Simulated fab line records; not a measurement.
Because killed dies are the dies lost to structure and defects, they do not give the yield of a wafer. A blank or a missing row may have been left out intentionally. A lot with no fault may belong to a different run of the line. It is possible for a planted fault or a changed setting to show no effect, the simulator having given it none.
The tool behind it: which one? :: flow ritCmos :: 36 wafers from 12 lots sampled at 6 of the route's 202 steps

WHAT THE GAUGES READ, wafer by wafer
RIT_NWELL_OVL_MEAS_06.
lot: L169
measured: day 1 20:24
on: overlay-02
NWELL_OVL (nm): 0.9 0.8 0.5

lot: L172
measured: day 2 11:28
on: overlay-02
NWELL_OVL (nm): 0.4 1.7 0.9

lot: L173
measured: day 2 16:16
on: overlay-01
NWELL_OVL (nm): -0.1 1.1 -0.4

lot: L174
measured: day 2 21:23
on: overlay-01
NWELL_OVL (nm): 0.5 -0.2 -1.4

lot: L177
measured: day 3 22:30
on: overlay-01
NWELL_OVL (nm): 0.4 -1.2 -0.8

lot: L179
measured: day 4 01:41
on: overlay-01
NWELL_OVL (nm): 1.8 0.8 0.4

lot: L183
measured: day 4 18:31
on: overlay-02
NWELL_OVL (nm): -0.8 -2.0 -1.2

lot: L184
measured: day 5 01:26
on: overlay-02
NWELL_OVL (nm): 1.9 0.7 1.8

lot: L186
measured: day 5 10:21
on: overlay-02
NWELL_OVL (nm): 2.0 1.7 2.4

lot: L189
measured: day 6 00:34
on: overlay-02
NWELL_OVL (nm): 0.6 0.9 0.0

lot: L190
measured: day 6 06:40
on: overlay-01
NWELL_OVL (nm): -0.1 -0.5 1.3

lot: L192
measured: day 6 16:19
on: overlay-01
NWELL_OVL (nm): 1.8 -0.1 1.4

RIT_PRETRO_OVL_MEAS_06.
lot: L169
measured: day 2 06:39
on: overlay-02
PRETRO_OVL (nm): -1.0 -0.5 -0.9

lot: L172
measured: day 2 22:08
on: overlay-02
PRETRO_OVL (nm): -0.7 -0.7 -0.2

lot: L173
measured: day 3 02:34
on: overlay-01
PRETRO_OVL (nm): 2.5 0.2 0.2

lot: L174
measured: day 3 08:41
on: overlay-01
PRETRO_OVL (nm): 0.1 0.3 0.4

lot: L177
measured: day 4 09:05
on: overlay-02
PRETRO_OVL (nm): -0.8 -2.0 0.1

lot: L179
measured: day 4 12:58
on: overlay-02
PRETRO_OVL (nm): 0.6 -0.4 -0.3

lot: L183
measured: day 5 06:08
on: overlay-02
PRETRO_OVL (nm): -2.3 0.9 -1.3

lot: L184
measured: day 5 11:30
on: overlay-01
PRETRO_OVL (nm): 0.5 0.5 -1.2

lot: L186
measured: day 5 20:56
on: overlay-01
PRETRO_OVL (nm): -1.0 -1.5 -1.1

lot: L189
measured: day 6 11:20
on: overlay-01
PRETRO_OVL (nm): -0.1 -1.4 -0.5

lot: L190
measured: day 6 17:01
on: overlay-01
PRETRO_OVL (nm): 0.1 -0.3 -0.1

lot: L192
measured: day 7 03:00
on: overlay-01
PRETRO_OVL (nm): -0.5 -0.4 -1.3

RIT_M1_RS_MEAS_01: the measuring method here is four-point-probe.
lot: L169
measured: day 3 05:17
on: filmMetro-02
M1_AL_RS (ohm/sq): 0.0734 0.0735 0.0717

lot: L172
measured: day 3 21:46
on: filmMetro-01
M1_AL_RS (ohm/sq): 0.0726 0.0738 0.0739

lot: L173
measured: day 4 05:37
on: filmMetro-01
M1_AL_RS (ohm/sq): 0.0736 0.0736 0.0735

lot: L174
measured: day 4 12:47
on: filmMetro-01
M1_AL_RS (ohm/sq): 0.0704 0.0712 0.0715

lot: L177
measured: day 5 07:58
on: filmMetro-03
M1_AL_RS (ohm/sq): 0.0723 0.0731 0.0747

lot: L179
measured: day 5 13:35
on: filmMetro-03
M1_AL_RS (ohm/sq): 0.0724 0.0740 0.0725

lot: L183
measured: day 6 05:52
on: filmMetro-03
M1_AL_RS (ohm/sq): 0.0829 0.0843 0.0854

lot: L184
measured: day 6 09:06
on: filmMetro-02
M1_AL_RS (ohm/sq): 0.0736 0.0737 0.0734

lot: L186
measured: day 6 20:03
on: filmMetro-01
M1_AL_RS (ohm/sq): 0.0730 0.0725 0.0737

lot: L189
measured: day 7 08:50
on: filmMetro-01
M1_AL_RS (ohm/sq): 0.0740 0.0738 0.0727

lot: L190
measured: day 7 15:19
on: filmMetro-01
M1_AL_RS (ohm/sq): 0.0725 0.0714 0.0722

lot: L192
measured: day 8 04:29
on: filmMetro-01
M1_AL_RS (ohm/sq): 0.0739 0.0743 0.0733

RIT_M1_THK_MEAS_02: measures by xrf.
lot: L169
measured: day 3 05:23
on: filmMetro-02
M1_AL_THK (nm): 410 408 417

lot: L172
measured: day 3 21:53
on: filmMetro-01
M1_AL_THK (nm): 411 409 403

lot: L173
measured: day 4 05:44
on: filmMetro-01
M1_AL_THK (nm): 404 403 405

lot: L174
measured: day 4 12:54
on: filmMetro-01
M1_AL_THK (nm): 423 418 413

lot: L177
measured: day 5 08:05
on: filmMetro-03
M1_AL_THK (nm): 409 405 397

lot: L179
measured: day 5 13:43
on: filmMetro-03
M1_AL_THK (nm): 410 400 410

lot: L183
measured: day 6 05:59
on: filmMetro-03
M1_AL_THK (nm): 361 355 348

lot: L184
measured: day 6 09:13
on: filmMetro-02
M1_AL_THK (nm): 403 405 407

lot: L186
measured: day 6 20:09
on: filmMetro-01
M1_AL_THK (nm): 412 413 405

lot: L189
measured: day 7 08:58
on: filmMetro-01
M1_AL_THK (nm): 404 406 415

lot: L190
measured: day 7 15:26
on: filmMetro-01
M1_AL_THK (nm): 414 419 415

lot: L192
measured: day 8 04:36
on: filmMetro-01
M1_AL_THK (nm): 403 401 405

WHICH TOOL RAN EACH LOT (tool, then ch and the chambers of the sampled wafers, then the start)
lot: L169
RIT_CONTACT_ETCH_11: rieDiel-01 ch 0,2, day 3 03:56
RIT_M1_SPUTTER_00: pvdSputter-02, day 3 04:57

lot: L172
RIT_CONTACT_ETCH_11: rieDiel-01 ch 2,3, day 3 20:38
RIT_M1_SPUTTER_00: pvdSputter-01, day 3 21:28

lot: L173
RIT_CONTACT_ETCH_11: rieDiel-03 ch 1,2, day 4 04:29
RIT_M1_SPUTTER_00: pvdSputter-02, day 4 05:19

lot: L174
RIT_CONTACT_ETCH_11: rieDiel-01 ch 0,1, day 4 11:38
RIT_M1_SPUTTER_00: pvdSputter-01, day 4 12:29

lot: L177
RIT_CONTACT_ETCH_11: rieDiel-03 ch 1,3, day 5 06:50
RIT_M1_SPUTTER_00: pvdSputter-02, day 5 07:41

lot: L179
RIT_CONTACT_ETCH_11: rieDiel-03 ch 0,1,2, day 5 12:28
RIT_M1_SPUTTER_00: pvdSputter-02, day 5 13:18

lot: L183
RIT_CONTACT_ETCH_11: rieDiel-01 ch 0,2,3, day 6 04:43
RIT_M1_SPUTTER_00: pvdSputter-02, day 6 05:34

lot: L184
RIT_CONTACT_ETCH_11: rieDiel-03 ch 1,2,3, day 6 07:51
RIT_M1_SPUTTER_00: pvdSputter-03, day 6 08:48

lot: L186
RIT_CONTACT_ETCH_11: rieDiel-04 ch 0,1,3, day 6 18:50
RIT_M1_SPUTTER_00: pvdSputter-01, day 6 19:43

lot: L189
RIT_CONTACT_ETCH_11: rieDiel-04 ch 0,1, day 7 07:41
RIT_M1_SPUTTER_00: pvdSputter-03, day 7 08:33

lot: L190
RIT_CONTACT_ETCH_11: rieDiel-04 ch 2,3, day 7 14:11
RIT_M1_SPUTTER_00: pvdSputter-01, day 7 15:01

lot: L192
RIT_CONTACT_ETCH_11: rieDiel-03 ch 0,1,3, day 8 03:20
RIT_M1_SPUTTER_00: pvdSputter-03, day 8 04:11
- RIT_CONTACT_ETCH_11: etches SiO2 in CHF3/CF4/Ar, stops on TiSi2, target depth 480 nm, time 320 s.
- RIT_M1_SPUTTER_00: material Al, target thk 400 nm, time 500 s.

WHAT THE TOOLS THEMSELVES READ (means of the sampled wafers that have a number; where no wafer has one, the mark that the record gives instead)
RIT_CONTACT_ETCH_11.
lot: L169
tool: rieDiel-01
CHF3_flow_sccm (sccm): 50.13
drypumpMotorCurrentA (A): 5.07
oesProductAu (a.u.): 0.989
rfFwdPowerW (W): 199.4
throttleValvePct (%): 8.93

lot: L172
tool: rieDiel-01
CHF3_flow_sccm (sccm): 50.14
drypumpMotorCurrentA (A): 5.46
oesProductAu (a.u.): 0.983
rfFwdPowerW (W): 199.2
throttleValvePct (%): 8.94

lot: L173
tool: rieDiel-03
CHF3_flow_sccm (sccm): 50.01
drypumpMotorCurrentA (A): 5.49
oesProductAu (a.u.): 0.982
rfFwdPowerW (W): 199.9
throttleValvePct (%): 8.93

lot: L174
tool: rieDiel-01
CHF3_flow_sccm (sccm): 50.07
drypumpMotorCurrentA (A): 5.38
oesProductAu (a.u.): 0.976
rfFwdPowerW (W): 199.8
throttleValvePct (%): 9.03

lot: L177
tool: rieDiel-03
CHF3_flow_sccm (sccm): 50.08
drypumpMotorCurrentA (A): 5.36
oesProductAu (a.u.): 1.000
rfFwdPowerW (W): 199.7
throttleValvePct (%): 8.91

lot: L179
tool: rieDiel-03
CHF3_flow_sccm (sccm): 50.03
drypumpMotorCurrentA (A): 5.62
oesProductAu (a.u.): 0.989
rfFwdPowerW (W): 199.7
throttleValvePct (%): 8.96

lot: L183
tool: rieDiel-01
CHF3_flow_sccm (sccm): 49.99
drypumpMotorCurrentA (A): 5.28
oesProductAu (a.u.): 0.988
rfFwdPowerW (W): 198.9
throttleValvePct (%): 8.91

lot: L184
tool: rieDiel-03
CHF3_flow_sccm (sccm): 49.96
drypumpMotorCurrentA (A): 5.53
oesProductAu (a.u.): 0.992
rfFwdPowerW (W): 199.7
throttleValvePct (%): 8.89

lot: L186
tool: rieDiel-04
CHF3_flow_sccm (sccm): 49.92
drypumpMotorCurrentA (A): 5.73
oesProductAu (a.u.): 0.980
rfFwdPowerW (W): 199.6
throttleValvePct (%): 8.76

lot: L189
tool: rieDiel-04
CHF3_flow_sccm (sccm): 49.99
drypumpMotorCurrentA (A): 5.95
oesProductAu (a.u.): 0.976
rfFwdPowerW (W): 199.0
throttleValvePct (%): 8.66

lot: L190
tool: rieDiel-04
CHF3_flow_sccm (sccm): 49.87
drypumpMotorCurrentA (A): 5.36
oesProductAu (a.u.): 0.998
rfFwdPowerW (W): 200.5
throttleValvePct (%): 8.73

lot: L192
tool: rieDiel-03
CHF3_flow_sccm (sccm): 50.15
drypumpMotorCurrentA (A): 5.43
oesProductAu (a.u.): 0.997
rfFwdPowerW (W): 199.8
throttleValvePct (%): 8.99

RIT_M1_SPUTTER_00.
lot: L169
tool: pvdSputter-02
throttleValvePct (%): 30.7

lot: L172
tool: pvdSputter-01
throttleValvePct (%): 30.2

lot: L173
tool: pvdSputter-02
throttleValvePct (%): 31.0

lot: L174
tool: pvdSputter-01
throttleValvePct (%): 30.8

lot: L177
tool: pvdSputter-02
throttleValvePct (%): 30.6

lot: L179
tool: pvdSputter-02
throttleValvePct (%): 30.8

lot: L183
tool: pvdSputter-02
throttleValvePct (%): 31.2

lot: L184
tool: pvdSputter-03
throttleValvePct (%): 30.3

lot: L186
tool: pvdSputter-01
throttleValvePct (%): 30.3

lot: L189
tool: pvdSputter-03
throttleValvePct (%): 30.4

lot: L190
tool: pvdSputter-01
throttleValvePct (%): 30.2

lot: L192
tool: pvdSputter-03
throttleValvePct (%): 30.2

THE ANSWER, worked out from the rows above alone
Rule: the usual values come from the lots themselves. The widest of any qualifying gaps counts: lots, ordered by their means at a reading, are off when they make up no more than a third of the lots, leave a main group of 4 or more, and stand apart from it by 3 or more times the standard deviation of that group's means. A main group is skipped when, at the precision printed for the reading in the tables above, its means are all equal. Also off: a lot with no number at a reading for which 4 or more lots have one. Any other lot the step has rows for is counted as sound. After the gauges, taken in route order, come the tools' own readings; for these a lot's mean is taken, as printed above. At the first step where some lot is off, the reading lying furthest off is the one used; lots without a number count as furthest.
Off: L183, seen at RIT_M1_RS_MEAS_01 (M1_AL_RS). Mean 0.0730 ohm/sq and standard deviation 0.00078 in the main group.
A tool fits if, at a process step before that reading, it ran every lot that is off, and no sound lot after the first of them. Gauges at RIT_M1_RS_MEAS_01: tried the same way as those tools. Can't be told from this: 3 tools fit, rieDiel-01 at RIT_CONTACT_ETCH_11, pvdSputter-02 at RIT_M1_SPUTTER_00, filmMetro-03 at RIT_M1_RS_MEAS_01.

WHAT THE SIMULATOR HAD PUT IN
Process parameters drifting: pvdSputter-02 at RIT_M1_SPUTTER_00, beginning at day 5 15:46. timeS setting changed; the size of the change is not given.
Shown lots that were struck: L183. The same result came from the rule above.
